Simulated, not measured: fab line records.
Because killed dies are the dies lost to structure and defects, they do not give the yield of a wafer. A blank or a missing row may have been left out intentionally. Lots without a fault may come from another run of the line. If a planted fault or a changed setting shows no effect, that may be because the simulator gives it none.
fab line records	flow rit-cmos
record: lots: 6	wafers: 18	last-day: 5
route steps=202 shown PRETRO@72 GATE@75 FOX2@80 M1@202
lots that met no fault: taken from a fault-free run of the same line
start-h: hours from the record's opening day to when the first of the lot's shown wafers began	wait-h: time in hours since the lot's previous step	" unchanged from the row above	L1.1+2: a row that stands for several wafers	- no value, or no start was given	* or withheld: withheld	< > ~ a bound
route shown NAME@n: names a module that has steps shown in the file, with the first one's number in the route	usual: average and standard deviation across the fault-free wafers	same: alike in all rows	chamber/n: place in a boat	sites: each site's reading	_std_site: how widely they spread, as a standard deviation	_edge_site: the outer-site mean with the inner-site mean subtracted	radius-mm: how far each site lies from the wafer's centre	mask NAME#n: copy n	behind: the most recent tool/chamber to have shaped the wafer	hold: reason for holding the lot/hours on hold/outcome of the hold	device: names the non-switching transistor (n, p or np)	end of line: at the end of the route, the tests of the same wafers	where a step has no rows: the recipe by itself	killed: the dies lost at the first sort to structure and to defects; this is not the yield of the wafer	map: per-die view of a wafer (x killed, . not killed, _ where there is no die)
set.NAME: the setting that was run; set.NAME@STEP: the one run at that earlier step	model.NAME: the simulator's own value behind a step, which no gauge read
lots at some steps of the route; a table a step, a row a wafer
services: when a tool's chamber went out of use (start-h, in hours from the record's first day, below 0 if earlier), for how many hours, and the reason
== steps ==
step: RIT_PRETRO_IMPLANT_08
recipe: species: B	energy-kev: 45	dose-cm2: 1.2e+13	tilt-deg: 7
step: RIT_PRETRO_STRIP_09
recipe: chemistry: O2	time-s: 180	resist: NOVOLAK	platen-temp-c: withheld	power-w: 491.1	pressure-mtorr: 4000	o2-flow-sccm: 4000
usual: drypump-motor-current-A: 5.6/0.38
lot.wafer	tool	chamber	start-h	wait-h	drypump-motor-current-A	rf-hours-counter-h
L369.2	plasma-asher-03	0	38.68	0.1	4.9	42
L369.5	"	1	"	"	5.9	-
L369.6	"	0	"	"	5.0	-
L370.1	plasma-asher-02	1	41.15	0.1	6.0	39
L370.3	"	1	"	"	6.0	-
L370.5	"	1	"	"	6.0	-
L377.1	plasma-asher-04	1	79.29	0.1	5.5	23
L377.2	"	0	"	"	5.6	23
L377.5	"	1	"	"	5.5	-
L379.2	plasma-asher-02	0	89.68	0.1	5.9	44
L379.4	"	0	"	"	5.9	-
L379.6	"	0	"	"	5.9	-
L381.1	plasma-asher-03	0	98.46	0.1	5.0	48
L381.2	"	1	"	"	5.9	48
L381.6	"	0	"	"	4.9	-
L382.1	plasma-asher-03	0	103.80	0.1	4.9	48
L382.2	"	1	"	"	6.0	48
L382.4	"	0	"	"	4.9	-
step: RIT_PRETRO_TW_MEAS_10
usual: PRETRO_TW: 474/5
lot.wafer	tool	chamber	start-h	wait-h	PRETRO_TW
L369.2	film-metro-02	-	38.87	0.1	474
L369.5	"	-	"	"	474
L369.6	"	-	"	"	474
L370.1	film-metro-02	-	41.33	0.1	473
L370.3	"	-	"	"	474
L370.5	"	-	"	"	477
L377.1	film-metro-03	-	79.47	0.1	475
L377.2	"	-	"	"	480
L377.5	"	-	"	"	478
L379.2	film-metro-03	-	89.86	0.1	478
L379.4	"	-	"	"	477
L379.6	"	-	"	"	476
L381.1	film-metro-01	-	98.64	0.1	469
L381.2	"	-	"	"	469
L381.6	"	-	"	"	470
L382.1	film-metro-03	-	103.97	0.1	481
L382.2	"	-	"	"	479
L382.4	"	-	"	"	477
step: RIT_GATE_WET_ETCH_00
recipe: chemistry: BOE	target: SiO2	target-depth-nm: 56	time-s: 60	dry: n2-spin	dilution: 10:1	temp-c: 21.5
step: RIT_GATE_CLEAN_01
recipe: chemistry: SC1	mix: 3:3:50	time-s: 600	temp-c: 75
step: RIT_GATE_CLEAN_02
recipe: chemistry: dHF	dilution: 50:1	time-s: 30
step: RIT_GATE_CLEAN_03
recipe: chemistry: SC2	mix: 3:3:50	time-s: 600	temp-c: 75	dry: n2-spin
step: RIT_GATE_CLEAN_04
recipe: chemistry: dHF	dilution: 50:1	time-s: 60	dry: n2-spin
step: RIT_FOX2_THK_MEAS_91
recipe: reads: SiO2_of_FOX2_OXIDATION_00
usual: FIELD_OXIDE_LEFT_2_THK: 255/8.2
lot.wafer	tool	chamber	start-h	wait-h	FIELD_OXIDE_LEFT_2_THK[nm]
L369.2	film-metro-03	-	39.35	0.0	255
L369.5	"	-	"	"	262
L369.6	"	-	"	"	260
L370.1	film-metro-01	-	41.84	0.0	264
L370.3	"	-	"	"	252
L370.5	"	-	"	"	260
L377.1	film-metro-03	-	79.94	0.0	240
L377.2	"	-	"	"	242
L377.5	"	-	"	"	245
L379.2	film-metro-03	-	90.36	0.0	247
L379.4	"	-	"	"	243
L379.6	"	-	"	"	241
L381.1	film-metro-01	-	99.13	0.0	253
L381.2	"	-	"	"	259
L381.6	"	-	"	"	252
L382.1	film-metro-03	-	104.45	0.0	248
L382.2	"	-	"	"	247
L382.4	"	-	"	"	242
step: RIT_GATE_OXIDATION_05
recipe: temp-c: 894.8	ambient: O2	target-thk-a: 30	ox-time-s: 270
step: RIT_GATE_ANNEAL_06
recipe: temp-c: 900	time-s: 600	ambient: N2O
step: RIT_GATE_THK_MEAS_07
recipe: reads: SiO2_of_GATE_OXIDATION_05
usual: GATE_OXIDE_THK: 2.83/0.064
lot.wafer	tool	chamber	start-h	wait-h	GATE_OXIDE_THK[nm]
L369.2	film-metro-01	-	40.73	0.0	2.87
L369.5	"	-	"	"	2.86
L369.6	"	-	"	"	2.92
L370.1	film-metro-04	-	44.45	0.0	2.92
L370.3	"	-	"	"	2.96
L370.5	"	-	"	"	2.89
L377.1	film-metro-04	-	83.12	0.0	2.84
L377.2	"	-	"	"	2.83
L377.5	"	-	"	"	2.82
L379.2	film-metro-01	-	91.75	0.0	2.85
L379.4	"	-	"	"	2.80
L379.6	"	-	"	"	2.84
L381.1	film-metro-01	-	102.59	0.0	2.80
L381.2	"	-	"	"	2.77
L381.6	"	-	"	"	2.78
L382.1	film-metro-03	-	105.83	0.0	2.87
L382.2	"	-	"	"	2.83
L382.4	"	-	"	"	2.93
step: RIT_GATE_CVD_08
recipe: material: poly-Si	target-thk-nm: 250	temp-c: 610	precursor: SiH4	time-s: 2220	pressure-mtorr: 300	sih4-flow-sccm: 100
usual: zone-power-load-pct: 12.1/1.7
lot.wafer	tool	chamber	start-h	wait-h	zone-power-load-pct	model.poly-Si_of_GATE_CVD_08.thk-nm
L369.2	lpcvd-02	0	40.78	0.0	11.1	249.5
L369.5	"	0	"	"	10.9	246.4
L369.6	"	0	"	"	11.1	249.4
L370.1	lpcvd-01	0	44.51	0.1	14.0	248.3
L370.3	"	0	"	"	13.7	245.7
L370.5	"	0	"	"	13.9	248.7
L377.1	lpcvd-01	0	83.18	0.1	14.1	394.4
L377.2	"	0	"	"	13.9	396.8
L377.5	"	0	"	"	14.0	397.5
L379.2	lpcvd-01	0	91.80	0.0	14.0	400
L379.4	"	0	"	"	13.9	400.6
L379.6	"	0	"	"	13.9	403.7
L381.1	lpcvd-01	1	102.65	0.1	9.8	246.5
L381.2	"	1	"	"	9.7	246.3
L381.6	"	1	"	"	9.7	246.1
L382.1	lpcvd-02	0	105.89	0.1	11.0	253.4
L382.2	"	0	"	"	11.0	253.3
L382.4	"	0	"	"	11.1	253.3
step: RIT_GATE_THK_MEAS_09
recipe: reads: poly-Si_of_GATE_CVD_08
usual: GATE_POLY_THK: 248.6/2.4
lot.wafer	tool	chamber	start-h	wait-h	GATE_POLY_THK[nm]
L369.2	film-metro-01	-	42.41	0.0	249.6
L369.5	"	-	"	"	246.3
L369.6	"	-	"	"	249.3
L370.1	film-metro-03	-	46.13	0.0	248.2
L370.3	"	-	"	"	245.8
L370.5	"	-	"	"	248.7
L377.1	film-metro-03	-	84.79	0.0	394.2
L377.2	"	-	"	"	396.6
L377.5	"	-	"	"	397.6
L379.2	film-metro-01	-	94.23	0.0	399.9
L379.4	"	-	"	"	401.0
L379.6	"	-	"	"	403.6
L381.1	film-metro-01	-	104.26	0.0	246.4
L381.2	"	-	"	"	246.5
L381.6	"	-	"	"	246.3
L382.1	film-metro-03	-	108.32	0.0	253.4
L382.2	"	-	"	"	253.4
L382.4	"	-	"	"	253.4
step: RIT_GATE_HMDS_10
recipe: prime-time-s: 60	prime-temp-c: 140
step: RIT_GATE_COAT_11
recipe: resist: NOVOLAK	spin-rpm: 4250	resist-thk-nm: 850
step: RIT_GATE_SOFTBAKE_12
recipe: resist: NOVOLAK	temp-c: 90	time-s: 60
step: RIT_GATE_EXPOSE_13
recipe: mask-id: M6	na: 0.6	source-shape: conventional	sigma-outer: 0.6	target-cd-nm: 150	dose-mj: 380
step: RIT_GATE_PEB_14
recipe: resist: NOVOLAK	temp-c: withheld	time-s: withheld
step: RIT_GATE_DEVELOP_15
recipe: resist: NOVOLAK	develop-time-s: 50	dev-temp-c: 23
step: RIT_GATE_CD_MEAS_16
recipe: target-cd-nm: 150
usual: cd-nm: 149.6/2.7
lot.wafer	tool	chamber	start-h	wait-h	cd-nm
L369.2	cd-sem-01	-	43.45	-	148.4
L369.5	"	-	"	"	150.3
L369.6	"	-	"	"	151.7
L370.1	cd-sem-02	-	47.04	-	151.1
L370.3	"	-	"	"	148.1
L370.5	"	-	"	"	150.2
L377.1	cd-sem-02	-	85.87	-	150.9
L377.2	"	-	"	"	152.7
L377.5	"	-	"	"	149.8
L379.2	cd-sem-02	-	95.28	-	152.7
L379.4	"	-	"	"	150.9
L379.6	"	-	"	"	150.5
L381.1	cd-sem-01	-	105.30	-	149.5
L381.2	"	-	"	"	147.2
L381.6	"	-	"	"	149.2
L382.1	cd-sem-01	-	109.35	-	148.7
L382.2	"	-	"	"	148.1
L382.4	"	-	"	"	148.3
step: RIT_GATE_OVL_MEAS_17
usual: GATE_OVL: 0.4/1.3
lot.wafer	tool	chamber	start-h	wait-h	GATE_OVL[nm]
L369.2	overlay-02	-	43.56	0.1	-0.1
L369.5	"	-	"	"	-0.7
L369.6	"	-	"	"	-0.8
L370.1	overlay-01	-	47.19	0.1	0.2
L370.3	"	-	"	"	0.7
L370.5	"	-	"	"	0.2
L377.1	overlay-01	-	85.99	0.1	1.0
L377.2	"	-	"	"	1.5
L377.5	"	-	"	"	0.6
L379.2	overlay-01	-	95.38	0.1	2.1
L379.4	"	-	"	"	2.1
L379.6	"	-	"	"	3.2
L381.1	overlay-02	-	105.42	0.1	-0.1
L381.2	"	-	"	"	0.2
L381.6	"	-	"	"	0.3
L382.1	overlay-02	-	109.47	0.1	0.6
L382.2	"	-	"	"	3.0
L382.4	"	-	"	"	0.4
step: RIT_GATE_HARDBAKE_18
recipe: resist: NOVOLAK	temp-c: 140	time-s: 60
step: RIT_GATE_ETCH_19
recipe: chemistry: SF6/CHF3/O2	time-s: 165	SF6_flow_sccm: 30	CHF3_flow_sccm: 30	O2_flow_sccm: 5	target: poly-Si	pressure-mtorr: 40	rf-w: 163	target-depth-a: 3125	over-etch-frac: 0.25	stop-on: SiO2
usual: drypump-motor-current-A: 6.0/0.45	oes-product-au: 0.842/0.018	throttle-valve-pct: 10.23/0.17
lot.wafer	tool	chamber	start-h	wait-h	drypump-motor-current-A	oes-product-au	rf-hours-counter-h	throttle-valve-pct	model.GATE.feature-depth-nm	model.etch.depth-nm
L369.2	rie-si-02	3	43.74	0.1	5.5	0.813	106	10.41	249.5	249.5
L369.5	"	2	"	"	6.5	0.809	-	10.52	246.4	246.4
L369.6	"	3	"	"	5.5	0.818	-	10.39	249.4	249.4
L370.1	rie-si-01	0	47.49	0.1	6.1	0.841	110	10.13	248.3	248.3
L370.3	"	2	"	"	6.4	0.842	101	10.32	245.7	245.7
L370.5	"	1	"	"	6.5	0.861	-	9.97	248.7	248.7
L377.1	rie-si-02	2	86.18	0.1	6.6	1.002	28	10.51	325.5	325.5
L377.2	"	1	"	"	5.8	1.063	115	10.23	329.1	329.1
L377.5	"	1	"	"	5.8	1.056	-	10.26	330	330
L379.2	rie-si-02	3	95.56	0.1	5.5	0.968	106	10.41	313.9	313.9
L379.4	"	0	"	"	5.3	0.998	48	10.05	318.2	318.2
L379.6	"	1	"	"	5.8	1.053	-	10.24	327.6	327.6
L381.1	rie-si-02	1	105.60	0.1	5.8	0.860	116	10.25	246.5	246.5
L381.2	"	3	"	"	5.5	0.810	106	10.40	246.3	246.3
L381.6	"	3	"	"	5.5	0.808	-	10.41	246.1	246.1
L382.1	rie-si-01	2	109.66	0.1	6.4	0.861	102	10.31	253.4	253.4
L382.2	"	1	"	"	6.5	0.869	2	9.96	253.3	253.3
L382.4	"	3	"	"	5.7	0.869	110	10.24	253.3	253.3
step: RIT_GATE_STRIP_20
recipe: chemistry: O2	time-s: 180	resist: NOVOLAK	platen-temp-c: withheld	power-w: 500	pressure-mtorr: 4000	o2-flow-sccm: 4000
usual: drypump-motor-current-A: 5.3/0.4
lot.wafer	tool	chamber	start-h	wait-h	drypump-motor-current-A	rf-hours-counter-h
L369.2	plasma-asher-01	1	43.85	0.1	4.8	41
L369.5	"	1	"	"	4.8	-
L369.6	"	0	"	"	5.4	-
L370.1	plasma-asher-01	1	47.60	0.1	4.8	42
L370.3	"	0	"	"	5.4	-
L370.5	"	0	"	"	5.4	-
L377.1	plasma-asher-04	0	86.28	0.1	5.6	24
L377.2	"	1	"	"	5.5	24
L377.5	"	1	"	"	5.5	-
L379.2	plasma-asher-03	0	95.67	0.1	5.0	47
L379.4	"	0	"	"	4.9	-
L379.6	"	1	"	"	5.9	-
L381.1	plasma-asher-04	0	105.71	0.1	5.6	26
L381.2	"	1	"	"	5.5	26
L381.6	"	0	"	"	5.6	-
L382.1	plasma-asher-04	1	109.77	0.1	5.5	26
L382.2	"	0	"	"	5.6	26
L382.4	"	1	"	"	5.5	-
step: RIT_M1_PROBE_99
usual: killed-at-contacts: 0.0/0.2	killed-at-front-end: 6.6/2.9	killed-dies: 6.6/3	killed-on-rim: 1.7/1.4	killed-open: 3.4/2	killed-short: 3.2/2
same: gross-dies: 264	killed_at_M0_to_M3: 0	killed_at_M4_up: 0	killed-at-back-side: 0	killed-at-other: 0
lot.wafer	tool	chamber	start-h	wait-h	killed-at-contacts	killed-at-front-end	killed-dies	killed-on-rim	killed-open	killed-short
L369.2	prober-02	-	63.62	0.1	0	6	6	2	3	3
L369.5	prober-02	-	63.77	0.2	0	4	4	0	2	2
L369.6	prober-02	-	63.82	0.2	0	7	7	1	4	3
L370.1	prober-01	-	68.85	0.1	0	9	9	2	3	6
L370.3	prober-01	-	68.95	0.2	0	11	11	2	4	7
L370.5	prober-01	-	69.05	0.2	0	3	3	0	2	1
L377.1	prober-01	-	106.95	0.1	0	264	264	70	3	3
L377.2	prober-01	-	107.00	0.1	0	264	264	70	5	5
L377.5	prober-01	-	107.15	0.2	0	264	264	70	2	1
L379.2	prober-01	-	117.70	0.1	0	264	264	70	1	1
L379.4	prober-01	-	117.80	0.2	1	263	264	70	5	2
L379.6	prober-01	-	117.90	0.2	0	264	264	70	5	1
L381.1	prober-01	-	125.95	0.1	0	5	5	1	2	3
L381.2	prober-01	-	126.00	0.1	0	4	4	2	3	1
L381.6	prober-01	-	126.20	0.2	0	3	3	1	2	1
L382.1	prober-02	-	130.19	0.1	0	3	3	0	1	2
L382.2	prober-02	-	130.24	0.1	0	8	8	1	2	6
L382.4	prober-02	-	130.34	0.2	0	1	1	1	0	1
killed by level:class
L369.2 FOX1:geometric-particle:open=1 GATE:geometric-particle:short=1 SPACER:geometric-particle:open=1 SPACER:geometric-particle:short=1 SILICIDE:geometric-particle:open=1 SILICIDE:geometric-particle:short=1
L369.5 FOX1:geometric-particle:open=2 GATE:geometric-particle:short=2
L369.6 FOX1:geometric-particle:open=2 GATE:geometric-particle:short=2 FOX1:geometric-particle:short=1 FOX2:geometric-particle:open=1 SPACER:geometric-particle:open=1
L370.1 GATE:geometric-particle:short=3 GATE:geometric-particle:open=2 FOX1:geometric-particle:short=1 REOX:geometric-particle:short=1 SPACER:geometric-particle:open=1 SPACER:geometric-particle:short=1
L370.3 GATE:geometric-particle:open=4 GATE:geometric-particle:short=4 FOX2:geometric-particle:short=1 REOX:geometric-particle:short=1 SPACER:geometric-particle:short=1
L370.5 GATE:geometric-particle:short=1 GATE:geometric-particle:open=1 REOX:geometric-particle:open=1
L377.1 GATE:area-etch=258 GATE:geometric-particle:short=3 GATE:geometric-particle:open=2 SILICIDE:geometric-particle:open=1
L377.2 GATE:area-etch=254 GATE:geometric-particle:short=2 SILICIDE:geometric-particle:open=2 FOX1:geometric-particle:open=1 FOX1:geometric-particle:short=1 GATE:geometric-particle:open=1 REOX:geometric-particle:short=1 REOX:geometric-particle:open=1
L377.5 GATE:area-etch=261 REOX:geometric-particle:open=2 REOX:geometric-particle:short=1
L379.2 GATE:area-etch=262 FOX2:geometric-particle:open=1 REOX:geometric-particle:short=1
L379.4 GATE:area-etch=257 REOX:geometric-particle:open=2 FOX1:geometric-particle:short=1 SPACER:geometric-particle:open=1 SILICIDE:geometric-particle:short=1 SILICIDE:geometric-particle:open=1 CONTACT:geometric-particle:open=1
L379.6 GATE:area-etch=258 GATE:geometric-particle:open=2 SILICIDE:geometric-particle:open=2 ACTIVE:geometric-particle:open=1 GATE:geometric-particle:short=1
L381.1 GATE:geometric-particle:short=3 GATE:geometric-particle:open=1 SILICIDE:geometric-particle:open=1
L381.2 REOX:geometric-particle:open=2 SPACER:geometric-particle:short=1 SPACER:geometric-particle:open=1
L381.6 SPACER:geometric-particle:open=2 FOX1:geometric-particle:short=1
L382.1 FOX1:geometric-particle:short=1 REOX:geometric-particle:open=1 REOX:geometric-particle:short=1
L382.2 GATE:geometric-particle:short=2 SPACER:geometric-particle:short=2 SILICIDE:geometric-particle:short=2 FOX1:geometric-particle:open=1 GATE:geometric-particle:open=1
L382.4 REOX:geometric-particle:short=1
map L377.1 (x killed, . not)
________xxxxxxx_______
_____xxxxxxxxxxxxx____
____xxxxxxxxxxxxxxx___
___xxxxxxxxxxxxxxxxx__
__xxxxxxxxxxxxxxxxxxx_
__xxxxxxxxxxxxxxxxxxx_
_xxxxxxxxxxxxxxxxxxxxx
_xxxxxxxxxxxxxxxxxxxxx
_xxxxxxxxxxxxxxxxxxxxx
_xxxxxxxxxxxxxxxxxxxxx
__xxxxxxxxxxxxxxxxxxx_
__xxxxxxxxxxxxxxxxxxx_
___xxxxxxxxxxxxxxxxx__
____xxxxxxxxxxxxxxx___
_____xxxxxxxxxxxxx____
________xxxxxxx_______
map L379.2 (x killed, . not)
________xxxxxxx_______
_____xxxxxxxxxxxxx____
____xxxxxxxxxxxxxxx___
___xxxxxxxxxxxxxxxxx__
__xxxxxxxxxxxxxxxxxxx_
__xxxxxxxxxxxxxxxxxxx_
_xxxxxxxxxxxxxxxxxxxxx
_xxxxxxxxxxxxxxxxxxxxx
_xxxxxxxxxxxxxxxxxxxxx
_xxxxxxxxxxxxxxxxxxxxx
__xxxxxxxxxxxxxxxxxxx_
__xxxxxxxxxxxxxxxxxxx_
___xxxxxxxxxxxxxxxxx__
____xxxxxxxxxxxxxxx___
_____xxxxxxxxxxxxx____
________xxxxxxx_______
== services ==
tool	chamber	start-h	hours	kind
rie-si-01	0	28.44	3.5	repair
plasma-asher-04	-	33.20	1.2	repair
rie-si-01	-	39.48	0.4	repair
rie-si-02	1	41.26	5.3	repair
plasma-asher-02	-	43.47	2.2	repair
plasma-asher-03	-	68.20	8.0	repair
plasma-asher-04	-	69.16	10.0	pm
plasma-asher-01	-	90.33	1.3	repair
plasma-asher-04	-	95.39	2.0	repair
plasma-asher-02	-	108.75	9.0	pm
plasma-asher-02	0	108.75	9.0	vent-cycle
plasma-asher-02	1	108.75	9.0	vent-cycle
== key ==
first-sign: step: RIT_GATE_THK_MEAS_09	reading: GATE_POLY_THK	direction: up	sigmas: 64	usual: 248.6	struck: 398.8
effect: step: RIT_GATE_ETCH_19	reading: oes-product-au	direction: up	sigmas: 10	usual: 0.842	struck: 1.023
effect: step: RIT_M1_PROBE_99	reading: killed-at-front-end	direction: up	sigmas: 88	usual: 6.6	struck: 263.8
model-effect: step: RIT_GATE_CVD_08	value: poly-Si_of_GATE_CVD_08.thk-nm	without: 249	struck: 398.8
model-effect: step: RIT_GATE_ETCH_19	value: GATE.feature-depth-nm	without: 249	struck: 324.1
more-kills-born-at: RIT_GATE_ETCH_19@rie-si-02: 1550
met-at RIT_GATE_CVD_08
struck-wafers L377.1,L377.2,L377.5,L379.2,L379.4,L379.6
later-rows-left-out L377.1,L377.2,L377.5,L379.2,L379.4,L379.6
tester-left-out L377,L379
onset-between 44.51 83.18
fault: kind: process-parameter-drift	tool: lpcvd-01	chamber: 0	onset-h: 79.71	steps: RIT_GATE_CVD_08	channel: time-s	offset: *	shape: step	end-h: 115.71	acts-in: *	stated: *
tester-left-out: of these lots the tester's yield and bins aren't shown, on N5 and GAA mostly nor the transistor test; their killed dies are dies lost to structure and defects alone, not to doping, threshold or leakage, so they don't give the yield
later-rows-left-out: the simulator's readings of these wafers behind a module that went badly wrong aren't trusted and aren't shown, but for the sort
